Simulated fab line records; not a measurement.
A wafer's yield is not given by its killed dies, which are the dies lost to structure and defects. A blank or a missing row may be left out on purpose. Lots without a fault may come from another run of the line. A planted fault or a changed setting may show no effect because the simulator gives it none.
Chamber matching -- flow berkeley_cmos170 -- UCB170_V2_CMP_02 on cmp-02 has 4 sister chambers
The step polishes SiO2. 8 wafers are shown with their chamber, then 7 later ones without.

WAFERS, EACH WITH ITS CHAMBER
wafer,chamber,motor_current_A (A),slurry_flow_ml_min
L867.5,0,16.1,150.3
L868.5,0,17.0,150.1
L873.1,2,14.7,150.8
L875.2,3,16.9,149.5
L875.3,2,15.2,149.5
L875.6,1,14.1,150.2
L877.3,3,18.5,149.9
L877.5,1,14.4,150.1

WAFERS WITH NO CHAMBER GIVEN
wafer,motor_current_A (A),slurry_flow_ml_min
L877.6,15.1,149.8
L885.2,14.0,149.2
L885.3,17.9,150.7
L885.5,14.3,148.9
L890.2,16.0,149.8
L890.4,15.7,150.1
L890.6,15.8,150.0

CHAMBER TAKEN BY EACH
wafer,from the rows above,in truth
L877.6,can't be placed: 2 or 1 or 0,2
L885.2,can't be placed: 1 or 2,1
L885.3,can't be placed: 3 or 0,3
L885.5,can't be placed: 1 or 2 or 0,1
L890.2,can't be placed: 0 or 2 or 3 or 1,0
L890.4,can't be placed: 2 or 0 or 1 or 3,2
L890.6,can't be placed: 0 or 2 or 1 or 3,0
Correct placement for 0 of the 7. Can't be placed from these rows: 7 (the true chamber is among the candidates in 7). 0 placed wrongly.
How it was worked out, from the rows above alone: a wafer's distance from a chamber is the root of the sum, over the readings, of the square of ((its reading less the chamber's mean) divided by the reading's scatter). If the next closest chamber is less than 2 further off than the closest, the wafer can't be placed; otherwise it belongs to the closest. Each chamber's mean is taken over the wafers shown for it. How the scatter is found: for the shown wafers, subtract from each reading the mean of its chamber, square and add these, divide the total by (wafers less chambers), then take the root.
